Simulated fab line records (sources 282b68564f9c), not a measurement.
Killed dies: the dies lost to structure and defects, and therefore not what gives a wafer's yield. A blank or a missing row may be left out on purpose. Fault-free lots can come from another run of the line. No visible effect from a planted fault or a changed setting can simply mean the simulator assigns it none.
fab line records + flow rit-cmos
record:
- lots: 7
- wafers: 21
- last-day: 7
route steps=202 shown GATE@84 M1@202
lots untouched by any fault: they come from a run of this same line in which no faults occurred
start-h: the number of hours between the record's first day and the start of the first shown wafer of the lot + wait-h: hours elapsed since this lot's preceding step + " repeats the value in the row above + L1.1+2: one row covering several wafers at once + - no value present, or no start provided + * or withheld: withheld + < > ~ a bound
route shown NAME@n: NAME is a module with steps in the file, n the number in the route of the first one + usual: mean/standard deviation taken from wafers without a fault + same: alike in all rows + chamber/n: place in a boat + sites: each site's reading + _std_site: the values' standard deviation + _edge_site: inner sites' mean taken away from outer sites' mean + radius-mm: how far each site lies from the wafer's centre + mask NAME#n: copy n + behind: tool/chamber where the wafer was last shaped + hold: the reason the lot was held/the length of the hold in hours/how it ended + device: the transistor (n, p or np) that didn't switch + end of line: the route-end tests of the same wafers + step lacking rows: just its recipe + killed: at the first sort, the dies lost to defects and structure; wafer yield is something else + map: per-die view of a wafer (x killed, . not killed, _ where there is no die)
set.NAME: the setting the step ran with; set.NAME@STEP: the setting that earlier step ran with + model.NAME: the simulator's own value behind a step, which no gauge read
certain route steps with their lots: each step a table, each wafer a row
services: when a tool's chamber went out of use (start-h, in hours from the record's first day, below 0 if earlier), for how many hours, and the reason
== steps ==
step: RIT_GATE_CVD_08
recipe:
- material: poly-Si
- target-thk-nm: 250
- temp-c: 610
- precursor: SiH4
- time-s: 2220
- pressure-mtorr: 300
- sih4-flow-sccm: 100
step: RIT_GATE_THK_MEAS_09
recipe:
- reads: poly-Si_of_GATE_CVD_08
usual:
- GATE_POLY_THK: 248.8/2.6
| lot.wafer | tool          | chamber | start-h | wait-h | GATE_POLY_THK[nm] |
|-----------|---------------|---------|---------|--------|-------------------|
| L565.1    | film-metro-01 | -       | 60.09   | 0.0    | 250.3             |
| L565.2    | "             | -       | "       | "      | 252.4             |
| L565.6    | "             | -       | "       | "      | 250.2             |
| L567.1    | film-metro-03 | -       | 70.26   | 0.0    | 247.9             |
| L567.3    | "             | -       | "       | "      | 250.2             |
| L567.6    | "             | -       | "       | "      | 249.1             |
| L570.2    | film-metro-01 | -       | 83.39   | 0.0    | 243.3             |
| L570.3    | "             | -       | "       | "      | 244.6             |
| L570.4    | "             | -       | "       | "      | 243.4             |
| L571.1    | film-metro-03 | -       | 90.71   | 0.0    | 246.8             |
| L571.2    | "             | -       | "       | "      | 247.0             |
| L571.4    | "             | -       | "       | "      | 249.4             |
| L572.1    | film-metro-03 | -       | 96.30   | 0.0    | 246.0             |
| L572.2    | "             | -       | "       | "      | 244.9             |
| L572.6    | "             | -       | "       | "      | 245.6             |
| L580.2    | film-metro-01 | -       | 134.41  | 0.0    | 249.3             |
| L580.3    | "             | -       | "       | "      | 248.4             |
| L580.6    | "             | -       | "       | "      | 249.5             |
| L581.1    | film-metro-04 | -       | 137.37  | 0.0    | 251.8             |
| L581.2    | "             | -       | "       | "      | 250.0             |
| L581.4    | "             | -       | "       | "      | 251.9             |
step: RIT_GATE_HMDS_10
recipe:
- prime-time-s: 60
- prime-temp-c: 140
step: RIT_GATE_COAT_11
recipe:
- resist: NOVOLAK
- spin-rpm: 4250
- resist-thk-nm: 850
step: RIT_GATE_SOFTBAKE_12
recipe:
- resist: NOVOLAK
- temp-c: 90
- time-s: 60
step: RIT_GATE_EXPOSE_13
recipe:
- mask-id: M6
- na: 0.6
- source-shape: conventional
- sigma-outer: 0.6
- target-cd-nm: 150
- dose-mj: 388.4
step: RIT_GATE_PEB_14
recipe:
- resist: NOVOLAK
- temp-c: withheld
- time-s: withheld
step: RIT_GATE_DEVELOP_15
recipe:
- resist: NOVOLAK
- develop-time-s: 50
- dev-temp-c: 23
step: RIT_GATE_CD_MEAS_16
recipe:
- target-cd-nm: 150
usual:
- cd-nm: 150.4/2.3
| lot.wafer | tool      | chamber | start-h | wait-h | cd-nm |
|-----------|-----------|---------|---------|--------|-------|
| L565.1    | cd-sem-01 | -       | 61.11   | -      | 151.1 |
| L565.2    | "         | -       | "       | "      | 150.1 |
| L565.6    | "         | -       | "       | "      | 152.3 |
| L567.1    | cd-sem-01 | -       | 71.17   | -      | 150.4 |
| L567.3    | "         | -       | "       | "      | 149.5 |
| L567.6    | "         | -       | "       | "      | 151.0 |
| L570.2    | cd-sem-01 | -       | 84.31   | -      | 151.1 |
| L570.3    | "         | -       | "       | "      | 152.7 |
| L570.4    | "         | -       | "       | "      | 150.4 |
| L571.1    | cd-sem-01 | -       | 91.92   | -      | 150.1 |
| L571.2    | "         | -       | "       | "      | 148.8 |
| L571.4    | "         | -       | "       | "      | 147.7 |
| L572.1    | cd-sem-01 | -       | 97.36   | -      | 152.2 |
| L572.2    | "         | -       | "       | "      | 149.5 |
| L572.6    | "         | -       | "       | "      | 150.8 |
| L580.2    | cd-sem-01 | -       | 135.45  | -      | 149.8 |
| L580.3    | "         | -       | "       | "      | 149.7 |
| L580.6    | "         | -       | "       | "      | 151.9 |
| L581.1    | cd-sem-01 | -       | 138.28  | -      | 150.0 |
| L581.2    | "         | -       | "       | "      | 149.1 |
| L581.4    | "         | -       | "       | "      | 149.1 |
step: RIT_GATE_OVL_MEAS_17
usual:
- GATE_OVL: -0.9/1.4
| lot.wafer | tool       | chamber | start-h | wait-h | GATE_OVL[nm] |
|-----------|------------|---------|---------|--------|--------------|
| L565.1    | overlay-02 | -       | 61.23   | 0.1    | 0.1          |
| L565.2    | "          | -       | "       | "      | -1.1         |
| L565.6    | "          | -       | "       | "      | -1.9         |
| L567.1    | overlay-01 | -       | 71.29   | 0.1    | 0.2          |
| L567.3    | "          | -       | "       | "      | -2.1         |
| L567.6    | "          | -       | "       | "      | -2.8         |
| L570.2    | overlay-01 | -       | 84.41   | 0.1    | 1.2          |
| L570.3    | "          | -       | "       | "      | 2.2          |
| L570.4    | "          | -       | "       | "      | 0.0          |
| L571.1    | overlay-02 | -       | 92.04   | 0.1    | -1.4         |
| L571.2    | "          | -       | "       | "      | -2.1         |
| L571.4    | "          | -       | "       | "      | -2.5         |
| L572.1    | overlay-02 | -       | 97.48   | 0.1    | -0.6         |
| L572.2    | "          | -       | "       | "      | -0.3         |
| L572.6    | "          | -       | "       | "      | -0.7         |
| L580.2    | overlay-01 | -       | 135.56  | 0.1    | -1.5         |
| L580.3    | "          | -       | "       | "      | -2.8         |
| L580.6    | "          | -       | "       | "      | 0.1          |
| L581.1    | overlay-02 | -       | 138.40  | 0.1    | -1.7         |
| L581.2    | "          | -       | "       | "      | -3.7         |
| L581.4    | "          | -       | "       | "      | -0.8         |
step: RIT_GATE_HARDBAKE_18
recipe:
- resist: NOVOLAK
- temp-c: 140
- time-s: 60
step: RIT_GATE_ETCH_19
recipe:
- chemistry: SF6/CHF3/O2
- time-s: 165
- SF6_flow_sccm: 30
- CHF3_flow_sccm: 30
- O2_flow_sccm: 5
- target: poly-Si
- pressure-mtorr: 40
- rf-w: 160
- target-depth-a: 3125
- over-etch-frac: 0.25
- stop-on: SiO2
usual:
- drypump-motor-current-A: 5.7/0.31
- oes-product-au: 0.844/0.014
- throttle-valve-pct: 10.28/0.12
| lot.wafer | tool      | chamber | start-h | wait-h | drypump-motor-current-A | oes-product-au | rf-hours-counter-h | throttle-valve-pct |
|-----------|-----------|---------|---------|--------|-------------------------|----------------|--------------------|--------------------|
| L565.1    | rie-si-02 | 1       | 61.41   | 0.1    | 5.6                     | 0.862          | 46                 | 10.37              |
| L565.2    | "         | 0       | "       | "      | 6.2                     | 0.864          | 72                 | 10.15              |
| L565.6    | "         | 1       | "       | "      | 5.6                     | 0.868          | -                  | 10.35              |
| L567.1    | rie-si-02 | 3       | 71.47   | 0.1    | 5.8                     | 0.841          | 61                 | 10.48              |
| L567.3    | "         | 2       | "       | "      | 5.3                     | 0.832          | 44                 | 10.19              |
| L567.6    | "         | 3       | "       | "      | 5.7                     | 0.847          | -                  | 10.48              |
| L570.2    | rie-si-01 | 3       | 84.59   | 0.1    | 6.3                     | 0.835          | 55                 | 10.15              |
| L570.3    | "         | 1       | "       | "      | 5.7                     | 0.843          | 79                 | 10.32              |
| L570.4    | "         | 2       | "       | "      | 5.4                     | 0.846          | 0                  | 10.16              |
| L571.1    | rie-si-02 | 0       | 92.22   | 0.1    | 6.2                     | 0.851          | 73                 | 10.17              |
| L571.2    | "         | 3       | "       | "      | 5.8                     | 0.840          | 61                 | 10.48              |
| L571.4    | "         | 1       | "       | "      | 5.6                     | 0.854          | 46                 | 10.35              |
| L572.1    | rie-si-01 | 1       | 97.67   | 0.1    | 5.7                     | 0.843          | 79                 | 10.34              |
| L572.2    | "         | 0       | "       | "      | 5.5                     | 0.815          | 94                 | 10.38              |
| L572.6    | "         | 2       | "       | "      | 5.4                     | 0.842          | -                  | 10.17              |
| L580.2    | rie-si-01 | 2       | 135.74  | 0.1    | 5.4                     | 0.848          | 1                  | 10.14              |
| L580.3    | "         | 0       | "       | "      | 5.5                     | 0.824          | 94                 | 10.37              |
| L580.6    | "         | 0       | "       | "      | 5.5                     | 0.824          | -                  | 10.38              |
| L581.1    | rie-si-02 | 3       | 138.65  | 0.1    | 5.8                     | 0.864          | 61                 | 10.50              |
| L581.2    | "         | 2       | "       | "      | 5.4                     | 0.832          | 44                 | 10.19              |
| L581.4    | "         | 0       | "       | "      | 6.2                     | 0.856          | 73                 | 10.15              |
step: RIT_GATE_STRIP_20
recipe:
- chemistry: O2
- time-s: 180
- resist: NOVOLAK
- platen-temp-c: withheld
- power-w: 500
- pressure-mtorr: 4000
- o2-flow-sccm: 4149
usual:
- chamber-pressure-mTorr: 4000/3.8
- drypump-motor-current-A: 5.84/0.3
| lot.wafer | tool            | chamber | start-h | wait-h | chamber-pressure-mTorr | drypump-motor-current-A | rf-hours-counter-h | model.NOVOLAK_of_GATE_COAT_11.thk-nm |
|-----------|-----------------|---------|---------|--------|------------------------|-------------------------|--------------------|--------------------------------------|
| L565.1    | plasma-asher-01 | 1       | 61.52   | 0.1    | 4001                   | 5.56                    | 43                 | 0                                    |
| L565.2    | "               | 0       | "       | "      | 3998                   | 6.24                    | 43                 | 0                                    |
| L565.6    | "               | 1       | "       | "      | 4000                   | 5.54                    | -                  | 0                                    |
| L567.1    | plasma-asher-01 | 0       | 71.58   | 0.1    | 4001                   | 6.23                    | 44                 | 0                                    |
| L567.3    | "               | 0       | "       | "      | 4009                   | 6.20                    | -                  | 0                                    |
| L567.6    | "               | 0       | "       | "      | 3997                   | 6.21                    | -                  | 0                                    |
| L570.2    | plasma-asher-01 | 1       | 84.70   | 0.1    | -                      | -                       | -                  | 672.2                                |
| L570.3    | "               | 0       | "       | "      | -                      | -                       | -                  | 671.8                                |
| L570.4    | "               | 1       | "       | "      | -                      | -                       | -                  | 668.4                                |
| L571.1    | plasma-asher-04 | 1       | 92.33   | 0.1    | -                      | -                       | -                  | 670.4                                |
| L571.2    | "               | 0       | "       | "      | -                      | -                       | -                  | 675.9                                |
| L571.4    | "               | 1       | "       | "      | -                      | -                       | -                  | 661.9                                |
| L572.1    | plasma-asher-01 | 1       | 97.78   | 0.1    | -                      | -                       | -                  | 668.3                                |
| L572.2    | "               | 0       | "       | "      | -                      | -                       | -                  | 663.7                                |
| L572.6    | "               | 0       | "       | "      | -                      | -                       | -                  | 664.9                                |
| L580.2    | plasma-asher-01 | 1       | 135.84  | 0.1    | 4003                   | 5.55                    | 50                 | 0                                    |
| L580.3    | "               | 0       | "       | "      | 3992                   | 6.24                    | -                  | 0                                    |
| L580.6    | "               | 1       | "       | "      | 3999                   | 5.54                    | -                  | 0                                    |
| L581.1    | plasma-asher-01 | 1       | 138.76  | 0.1    | 4002                   | 5.51                    | 51                 | 0                                    |
| L581.2    | "               | 0       | "       | "      | 4007                   | 6.21                    | 51                 | 0                                    |
| L581.4    | "               | 0       | "       | "      | 4003                   | 6.23                    | -                  | 0                                    |
step: RIT_GATE_CD_MEAS_90
recipe:
- target-cd-nm: 150
usual:
- cd-nm: 150.3/2.3
| lot.wafer | tool      | chamber | start-h | wait-h | cd-nm |
|-----------|-----------|---------|---------|--------|-------|
| L565.1    | cd-sem-01 | -       | 61.78   | 0.2    | 151.5 |
| L565.2    | "         | -       | "       | "      | 150.0 |
| L565.6    | "         | -       | "       | "      | 152.2 |
| L567.1    | cd-sem-01 | -       | 71.76   | 0.1    | 150.4 |
| L567.3    | "         | -       | "       | "      | 149.8 |
| L567.6    | "         | -       | "       | "      | 150.9 |
| L570.2    | cd-sem-01 | -       | 84.90   | 0.1    | 151.0 |
| L570.3    | "         | -       | "       | "      | 152.4 |
| L570.4    | "         | -       | "       | "      | 150.2 |
| L571.1    | cd-sem-01 | -       | 92.51   | 0.1    | 149.7 |
| L571.2    | "         | -       | "       | "      | 149.3 |
| L571.4    | "         | -       | "       | "      | 146.9 |
| L572.1    | cd-sem-01 | -       | 97.95   | 0.1    | 152.0 |
| L572.2    | "         | -       | "       | "      | 149.3 |
| L572.6    | "         | -       | "       | "      | 150.6 |
| L580.2    | cd-sem-02 | -       | 136.04  | 0.1    | 149.5 |
| L580.3    | "         | -       | "       | "      | 150.5 |
| L580.6    | "         | -       | "       | "      | 151.7 |
| L581.1    | cd-sem-02 | -       | 138.94  | 0.1    | 150.5 |
| L581.2    | "         | -       | "       | "      | 149.2 |
| L581.4    | "         | -       | "       | "      | 149.1 |
step: RIT_M1_PROBE_99
usual:
- killed_at_M0_to_M3: 0.0/0.16
- killed-at-contacts: 0.0/0.2
- killed-at-front-end: 7.2/2.5
- killed-dies: 7.3/2.5
- killed-on-rim: 2.0/1.4
- killed-open: 3.8/1.9
- killed-short: 3.5/1.8
same:
- gross-dies: 264
- killed_at_M4_up: 0
- killed-at-back-side: 0
- killed-at-other: 0
| lot.wafer | tool      | chamber | start-h | wait-h | killed_at_M0_to_M3 | killed-at-contacts | killed-at-front-end | killed-dies | killed-on-rim | killed-open | killed-short |
|-----------|-----------|---------|---------|--------|--------------------|--------------------|---------------------|-------------|---------------|-------------|--------------|
| L565.1    | prober-02 | -       | 82.26   | 0.1    | 0                  | 0                  | 7                   | 7           | 1             | 4           | 3            |
| L565.2    | prober-02 | -       | 82.31   | 0.1    | 0                  | 0                  | 2                   | 2           | 1             | 2           | 0            |
| L565.6    | prober-02 | -       | 82.51   | 0.2    | 0                  | 0                  | 6                   | 6           | 0             | 2           | 4            |
| L567.1    | prober-01 | -       | 93.54   | 0.1    | 1                  | 0                  | 7                   | 8           | 2             | 3           | 5            |
| L567.3    | prober-01 | -       | 93.64   | 0.2    | 0                  | 0                  | 10                  | 10          | 5             | 5           | 5            |
| L567.6    | prober-01 | -       | 93.79   | 0.2    | 0                  | 0                  | 6                   | 6           | 3             | 2           | 4            |
| L570.2    | prober-02 | -       | 105.52  | 0.1    | 0                  | 0                  | 264                 | 264         | 70            | 3           | 0            |
| L570.3    | prober-02 | -       | 105.57  | 0.2    | 0                  | 0                  | 264                 | 264         | 70            | 5           | 5            |
| L570.4    | prober-02 | -       | 105.62  | 0.2    | 0                  | 0                  | 264                 | 264         | 70            | 4           | 3            |
| L571.1    | prober-01 | -       | 112.17  | 0.1    | 0                  | 0                  | 264                 | 264         | 70            | 6           | 3            |
| L571.2    | prober-01 | -       | 112.22  | 0.1    | 0                  | 0                  | 264                 | 264         | 70            | 4           | 5            |
| L571.4    | prober-01 | -       | 112.32  | 0.2    | 0                  | 0                  | 264                 | 264         | 70            | 4           | 1            |
| L572.1    | prober-01 | -       | 118.15  | 0.1    | 0                  | 0                  | 264                 | 264         | 70            | 4           | 1            |
| L572.2    | prober-01 | -       | 118.20  | 0.1    | 0                  | 0                  | 264                 | 264         | 70            | 7           | 3            |
| L572.6    | prober-01 | -       | 118.40  | 0.2    | 0                  | 0                  | 264                 | 264         | 70            | 6           | 4            |
| L580.2    | prober-01 | -       | 157.16  | 0.1    | 1                  | 1                  | 5                   | 7           | 2             | 3           | 4            |
| L580.3    | prober-01 | -       | 157.21  | 0.2    | 0                  | 0                  | 9                   | 9           | 1             | 5           | 4            |
| L580.6    | prober-01 | -       | 157.36  | 0.2    | 0                  | 0                  | 8                   | 8           | 1             | 2           | 6            |
| L581.1    | prober-02 | -       | 159.91  | 0.1    | 0                  | 0                  | 7                   | 7           | 3             | 5           | 2            |
| L581.2    | prober-02 | -       | 159.96  | 0.1    | 0                  | 0                  | 10                  | 10          | 3             | 8           | 2            |
| L581.4    | prober-02 | -       | 160.06  | 0.2    | 0                  | 0                  | 4                   | 4           | 0             | 2           | 2            |
killed by level:class
L565.1 GATE:geometric-particle:open=3 GATE:geometric-particle:short=3 SPACER:geometric-particle:open=1
L565.2 GATE:geometric-particle:open=2
L565.6 GATE:geometric-particle:short=3 FOX1:geometric-particle:short=1 FOX1:geometric-particle:open=1 GATE:geometric-particle:open=1
L567.1 FOX2:geometric-particle:short=2 GATE:geometric-particle:short=1 GATE:geometric-particle:open=1 REOX:geometric-particle:open=1 SILICIDE:geometric-particle:open=1 SILICIDE:geometric-particle:short=1 M1:geometric-particle:short=1
L567.3 GATE:geometric-particle:open=3 SILICIDE:geometric-particle:short=2 FOX2:geometric-particle:short=1 GATE:geometric-particle:short=1 REOX:geometric-particle:short=1 REOX:geometric-particle:open=1 SILICIDE:geometric-particle:open=1
L567.6 FOX1:geometric-particle:short=2 GATE:geometric-particle:short=1 GATE:geometric-particle:open=1 SPACER:geometric-particle:open=1 SILICIDE:geometric-particle:short=1
L570.2 REOX:area-oxidation=261 FOX1:geometric-particle:open=1 GATE:geometric-particle:open=1 REOX:geometric-particle:open=1
L570.3 REOX:area-oxidation=254 FOX1:geometric-particle:open=2 GATE:geometric-particle:short=2 ACTIVE:geometric-particle:short=1 FOX2:geometric-particle:short=1 FOX2:geometric-particle:open=1 SPACER:geometric-particle:open=1 SILICIDE:geometric-particle:open=1
L570.4 REOX:area-oxidation=257 GATE:geometric-particle:open=3 FOX1:geometric-particle:short=1 FOX2:geometric-particle:open=1 GATE:geometric-particle:short=1 REOX:geometric-particle:short=1
L571.1 REOX:area-oxidation=255 GATE:geometric-particle:open=3 SPACER:geometric-particle:short=2 SILICIDE:geometric-particle:open=2 SPACER:geometric-particle:open=1 SILICIDE:geometric-particle:short=1
L571.2 REOX:area-oxidation=255 GATE:geometric-particle:short=2 SPACER:geometric-particle:open=2 SPACER:geometric-particle:short=2 REOX:geometric-particle:open=1 REOX:geometric-particle:short=1 SILICIDE:geometric-particle:open=1
L571.4 REOX:area-oxidation=259 FOX1:geometric-particle:open=1 GATE:geometric-particle:short=1 GATE:geometric-particle:open=1 REOX:geometric-particle:open=1 SPACER:geometric-particle:open=1
L572.1 REOX:area-oxidation=259 GATE:geometric-particle:open=2 FOX1:geometric-particle:open=1 FOX2:geometric-particle:open=1 GATE:geometric-particle:short=1
L572.2 REOX:area-oxidation=254 FOX1:geometric-particle:open=2 REOX:geometric-particle:short=2 SILICIDE:geometric-particle:open=2 FOX2:geometric-particle:open=1 GATE:geometric-particle:open=1 GATE:geometric-particle:short=1 REOX:geometric-particle:open=1
L572.6 REOX:area-oxidation=254 GATE:geometric-particle:open=4 SILICIDE:geometric-particle:short=2 FOX1:geometric-particle:open=1 FOX1:geometric-particle:short=1 REOX:geometric-particle:short=1 SILICIDE:geometric-particle:open=1
L580.2 FOX1:geometric-particle:short=1 FOX2:geometric-particle:short=1 GATE:geometric-particle:open=1 GATE:geometric-particle:short=1 SILICIDE:geometric-particle:open=1 CONTACT:geometric-particle:open=1 M1:geometric-particle:short=1
L580.3 GATE:geometric-particle:short=3 GATE:geometric-particle:open=2 SILICIDE:geometric-particle:open=2 FOX1:geometric-particle:short=1 SPACER:geometric-particle:open=1
L580.6 GATE:geometric-particle:short=3 SILICIDE:geometric-particle:short=2 ACTIVE:geometric-particle:open=1 REOX:geometric-particle:short=1 SILICIDE:geometric-particle:open=1
L581.1 SPACER:geometric-particle:open=3 GATE:geometric-particle:short=2 GATE:geometric-particle:open=1 SILICIDE:geometric-particle:open=1
L581.2 GATE:geometric-particle:open=5 SPACER:geometric-particle:open=2 FOX1:geometric-particle:open=1 REOX:geometric-particle:short=1 SPACER:geometric-particle:short=1
L581.4 FOX1:geometric-particle:short=1 REOX:geometric-particle:open=1 SILICIDE:geometric-particle:open=1 SILICIDE:geometric-particle:short=1
map L570.2 (x killed, . not)
________xxxxxxx_______
_____xxxxxxxxxxxxx____
____xxxxxxxxxxxxxxx___
___xxxxxxxxxxxxxxxxx__
__xxxxxxxxxxxxxxxxxxx_
__xxxxxxxxxxxxxxxxxxx_
_xxxxxxxxxxxxxxxxxxxxx
_xxxxxxxxxxxxxxxxxxxxx
_xxxxxxxxxxxxxxxxxxxxx
_xxxxxxxxxxxxxxxxxxxxx
__xxxxxxxxxxxxxxxxxxx_
__xxxxxxxxxxxxxxxxxxx_
___xxxxxxxxxxxxxxxxx__
____xxxxxxxxxxxxxxx___
_____xxxxxxxxxxxxx____
________xxxxxxx_______
map L571.1 (x killed, . not)
________xxxxxxx_______
_____xxxxxxxxxxxxx____
____xxxxxxxxxxxxxxx___
___xxxxxxxxxxxxxxxxx__
__xxxxxxxxxxxxxxxxxxx_
__xxxxxxxxxxxxxxxxxxx_
_xxxxxxxxxxxxxxxxxxxxx
_xxxxxxxxxxxxxxxxxxxxx
_xxxxxxxxxxxxxxxxxxxxx
_xxxxxxxxxxxxxxxxxxxxx
__xxxxxxxxxxxxxxxxxxx_
__xxxxxxxxxxxxxxxxxxx_
___xxxxxxxxxxxxxxxxx__
____xxxxxxxxxxxxxxx___
_____xxxxxxxxxxxxx____
________xxxxxxx_______
== services ==
| tool            | chamber | start-h | hours | kind       |
|-----------------|---------|---------|-------|------------|
| plasma-asher-01 | -       | 86.60   | 2.0   | repair     |
| plasma-asher-04 | -       | 108.75  | 9.0   | pm         |
| plasma-asher-04 | 0       | 108.75  | 9.0   | vent-cycle |
| plasma-asher-04 | 1       | 108.75  | 9.0   | vent-cycle |
| plasma-asher-04 | 0       | 117.75  | -     | clean      |
| plasma-asher-04 | 1       | 117.75  | -     | clean      |
== key ==
first-sign:
- step: RIT_GATE_STRIP_20
- reading: tool-record
- direction: missing
effect:
- step: RIT_M1_PROBE_99
- reading: killed-at-front-end
- direction: up
- sigmas: 99+
- usual: 7.2
- struck: 264
model-effect:
- step: RIT_GATE_STRIP_20
- value: NOVOLAK_of_GATE_COAT_11.thk-nm
- without: 0
- struck: 668.6
more-kills-born-at:
- RIT_REOX_OXIDATION_03@furnace-01: 1541
- RIT_REOX_OXIDATION_03@furnace-04: 767
met-at RIT_GATE_STRIP_20
struck-wafers L570.2,L570.3,L570.4,L571.1,L571.2,L571.4,L572.1,L572.2,L572.6
later-rows-left-out L570.2,L570.3,L570.4,L571.1,L571.2,L571.4,L572.1,L572.2,L572.6
tester-left-out L570,L571,L572
onset-between 71.58 84.70
fault:
- kind: skipped-step-whole
- tool: plasma-asher-01,plasma-asher-04
- chamber: -
- onset-h: 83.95
- steps: RIT_GATE_STRIP_20
- scope: struck-lots-only
tester-left-out: of these lots the tester's yield and bins aren't shown, on N5 and GAA mostly nor the transistor test; their killed dies are dies lost to structure and defects alone, not to doping, threshold or leakage, so they don't give the yield
later-rows-left-out: the simulator's readings of these wafers behind a module that went badly wrong aren't trusted and aren't shown, but for the sort
